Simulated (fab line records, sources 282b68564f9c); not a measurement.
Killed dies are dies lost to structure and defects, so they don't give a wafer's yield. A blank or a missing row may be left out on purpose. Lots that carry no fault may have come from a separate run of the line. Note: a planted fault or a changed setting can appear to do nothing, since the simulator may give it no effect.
Which of the tools did it? || flow rit-cmos || route of 202 steps, sampled at 1 step: 14 lots, 42 wafers

WHAT THE GAUGES SHOWED, per wafer
No reading from a measuring or inspecting step in the record can be judged against a usual standard deviation.

EACH LOT AND THE TOOL THAT RAN IT (in order: tool; ch and the chambers of the sampled wafers; start)
{"lot": "L759", "RIT_ACTIVE_EXPOSE_08": "iline-stepper-02 ch 0, day 1 15:00"}
{"lot": "L760", "RIT_ACTIVE_EXPOSE_08": "iline-stepper-01 ch 0, day 1 20:17"}
{"lot": "L761", "RIT_ACTIVE_EXPOSE_08": "iline-stepper-01 ch 0, day 2 00:52"}
{"lot": "L762", "RIT_ACTIVE_EXPOSE_08": "iline-stepper-02 ch 0, day 2 06:56"}
{"lot": "L767", "RIT_ACTIVE_EXPOSE_08": "iline-stepper-01 ch 0, day 3 06:02"}
{"lot": "L770", "RIT_ACTIVE_EXPOSE_08": "iline-stepper-01, day 3 22:44"}
{"lot": "L771", "RIT_ACTIVE_EXPOSE_08": "iline-stepper-02, day 4 02:14"}
{"lot": "L774", "RIT_ACTIVE_EXPOSE_08": "iline-stepper-02 ch 0, day 4 20:43"}
{"lot": "L777", "RIT_ACTIVE_EXPOSE_08": "iline-stepper-02 ch 0, day 5 08:20"}
{"lot": "L778", "RIT_ACTIVE_EXPOSE_08": "iline-stepper-01 ch 0, day 5 15:44"}
{"lot": "L779", "RIT_ACTIVE_EXPOSE_08": "iline-stepper-01 ch 0, day 5 18:47"}
{"lot": "L780", "RIT_ACTIVE_EXPOSE_08": "iline-stepper-02 ch 0, day 5 23:19"}
{"lot": "L781", "RIT_ACTIVE_EXPOSE_08": "iline-stepper-02 ch 0, day 6 05:06"}
{"lot": "L782", "RIT_ACTIVE_EXPOSE_08": "iline-stepper-02 ch 0, day 6 10:06"}
- RIT_ACTIVE_EXPOSE_08: exposes mask M1, target cd 1400 nm.

WHAT THE TOOLS THEMSELVES READ (means of the sampled wafers that have a number; where no wafer has one, the mark that the record gives instead)
RIT_ACTIVE_EXPOSE_08.
{"lot": "L759", "tool": "iline-stepper-02", "exposure-dose-mJ-cm2": 225.21, "focus-offset-nm (nm)": -0.3}
{"lot": "L760", "tool": "iline-stepper-01", "exposure-dose-mJ-cm2": 224.82, "focus-offset-nm (nm)": -0.2}
{"lot": "L761", "tool": "iline-stepper-01", "exposure-dose-mJ-cm2": 224.82, "focus-offset-nm (nm)": 0.1}
{"lot": "L762", "tool": "iline-stepper-02", "exposure-dose-mJ-cm2": 225.01, "focus-offset-nm (nm)": 0.6}
{"lot": "L767", "tool": "iline-stepper-01", "exposure-dose-mJ-cm2": 224.80, "focus-offset-nm (nm)": -0.2}
{"lot": "L770", "tool": "iline-stepper-01", "exposure-dose-mJ-cm2": "-", "focus-offset-nm (nm)": "-"}
{"lot": "L771", "tool": "iline-stepper-02", "exposure-dose-mJ-cm2": "-", "focus-offset-nm (nm)": "-"}
{"lot": "L774", "tool": "iline-stepper-02", "exposure-dose-mJ-cm2": 224.77, "focus-offset-nm (nm)": -0.2}
{"lot": "L777", "tool": "iline-stepper-02", "exposure-dose-mJ-cm2": 225.07, "focus-offset-nm (nm)": -0.6}
{"lot": "L778", "tool": "iline-stepper-01", "exposure-dose-mJ-cm2": 225.19, "focus-offset-nm (nm)": 0.4}
{"lot": "L779", "tool": "iline-stepper-01", "exposure-dose-mJ-cm2": 224.79, "focus-offset-nm (nm)": -0.2}
{"lot": "L780", "tool": "iline-stepper-02", "exposure-dose-mJ-cm2": 225.14, "focus-offset-nm (nm)": 0.6}
{"lot": "L781", "tool": "iline-stepper-02", "exposure-dose-mJ-cm2": 225.04, "focus-offset-nm (nm)": 0.3}
{"lot": "L782", "tool": "iline-stepper-02", "exposure-dose-mJ-cm2": 225.07, "focus-offset-nm (nm)": -0.2}

THE ANSWER, worked out from the rows above alone
Rule: the lots themselves supply what counts as usual. The widest of any qualifying gaps counts: lots, ordered by their means at a reading, are off when they make up no more than a third of the lots, leave a main group of 4 or more, and stand apart from it by 3 or more times the standard deviation of that group's means. The tables above print the reading to a certain number of digits; a main group whose means all agree to those digits is not used. Also off: a lot with no number at a reading for which 4 or more lots have one. Any other lot the step has rows for is counted as sound. After the gauges, taken in route order, come the tools' own readings; for these a lot's mean is taken, as printed above. At the first step where some lot is off, the reading lying furthest off is the one used; lots without a number count as furthest.
Off at RIT_ACTIVE_EXPOSE_08 (exposure-dose-mJ-cm2): L770, L771. Without a number there: L770, L771. Main group: mean 224.98, sd 0.16.
If a tool, at that step or one of the process steps before it, ran each lot that is off and ran no sound lot following the first of them, it fits. Not one of the candidates tried fits.

WHAT THE SIMULATOR HAD INSERTED
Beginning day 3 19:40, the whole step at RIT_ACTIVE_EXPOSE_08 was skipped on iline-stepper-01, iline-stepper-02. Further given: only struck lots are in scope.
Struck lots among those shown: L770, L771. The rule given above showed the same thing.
